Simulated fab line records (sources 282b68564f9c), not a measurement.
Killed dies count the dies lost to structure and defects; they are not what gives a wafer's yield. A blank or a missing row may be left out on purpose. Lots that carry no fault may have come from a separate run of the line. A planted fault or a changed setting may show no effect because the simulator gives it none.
Which tool was responsible? ; flow rit_cmos ; 15 lots with 45 wafers sampled at 2 steps, on a route of 202 steps

WHAT THE GAUGES SHOWED, per wafer
RIT_ACTIVE_CD_MEAS_11: the cd target is 1400 nm. Usual: 1399.4 nm for cd_nm, sd 2.3.
lot;measured;on;cd_nm (nm);flag
L575;day 2 02:05;cd_sem-01;1399.1 1400.5 1399.4;
L576;day 2 05:54;cd_sem-01;1401.2 1400.4 1397.9;
L579;day 3 00:23;cd_sem-01;1401.4 1402.6 1402.6;
L580;day 3 07:52;cd_sem-01;1401.0 1400.6 1400.4;
L583;day 3 21:48;cd_sem-02;1396.1 1398.3 1397.0;
L584;day 3 22:05;cd_sem-01;1399.5 1400.3 1402.3;
L586;day 4 16:23;cd_sem-01;1402.2 1400.8 1400.2;
L587;day 4 16:35;cd_sem-02;1397.7 1397.2 1397.7;
L588;day 4 19:28;cd_sem-02;1399.9 1398.5 1399.0;
L589;day 5 02:39;cd_sem-01;1403.9 1404.4 1401.7;
L590;day 5 10:03;cd_sem-02;1396.7 1399.7 1399.3;
L593;day 6 00:16;cd_sem-02;1397.4 1399.8 1400.2;
L594;day 6 01:13;cd_sem-01;1394.6 1392.9 1395.3;
L595;day 6 04:50;cd_sem-02;1401.3 1401.5 1401.9;
L596;day 6 11:29;cd_sem-01;1400.0 1402.4 1401.4;

RIT_NWELL_OVL_MEAS_06. Usual: NWELL_OVL -0.1 nm, standard deviation 1.2.
lot;measured;on;NWELL_OVL (nm);flag
L575;day 2 15:39;overlay-02;-1.3 0.6 0.0;
L576;day 3 01:00;overlay-01;-1.1 -1.1 0.5;
L579;day 3 09:40;overlay-01;-0.7 0.6 0.9;
L580;day 3 21:02;overlay-01;-0.4 -0.9 0.4;
L583;day 4 17:08;overlay-02;0.2 -0.1 -0.2;
L584;day 4 17:01;overlay-02;-0.1 -0.7 -0.7;
L586;day 5 00:41;overlay-02;3.6 1.6 4.0;
L587;day 5 00:53;overlay-01;-0.9 -1.3 -0.5;
L588;day 5 10:13;overlay-02;-0.7 0.7 0.4;
L589;day 5 11:20;overlay-01;0.2 0.5 1.2;
L590;day 5 16:03;overlay-01;-1.4 -0.8 0.0;
L593;day 6 06:08;overlay-01;0.6 0.6 0.7;
L594;day 6 07:14;overlay-02;-1.3 -2.9 -2.3;
L595;day 6 15:47;overlay-01;-1.0 -1.2 -0.5;
L596;day 6 19:37;overlay-01;-0.3 -1.1 -2.3;

WHAT TOOL EACH LOT RAN ON (gives the tool, then ch and the chambers of the sampled wafers, and finally the start)
Before these readings, the record contains no process step.

WHAT THE TOOLS THEMSELVES READ (means of the sampled wafers that have a number; where no wafer has one, the mark that the record gives instead)
The record holds no such reading with a usual standard deviation.

THE ANSWER, worked out from the rows above alone
Rule: lot off if the mean of its wafers having a number is beyond 3 standard deviations from the usual mean. A lot without any number at a reading at which 4 lots or more have one is off too. Any other lot the step has rows for is counted as sound. The gauges are gone through in route order, then the tools' own readings, and for those a lot's mean is taken as printed above. At the first step where some lot is off, the reading lying furthest off is the one used; lots without a number count as furthest.
None of the lots is off at any reading shown; this tells nothing.

WHAT WAS PUT IN BY THE SIMULATOR
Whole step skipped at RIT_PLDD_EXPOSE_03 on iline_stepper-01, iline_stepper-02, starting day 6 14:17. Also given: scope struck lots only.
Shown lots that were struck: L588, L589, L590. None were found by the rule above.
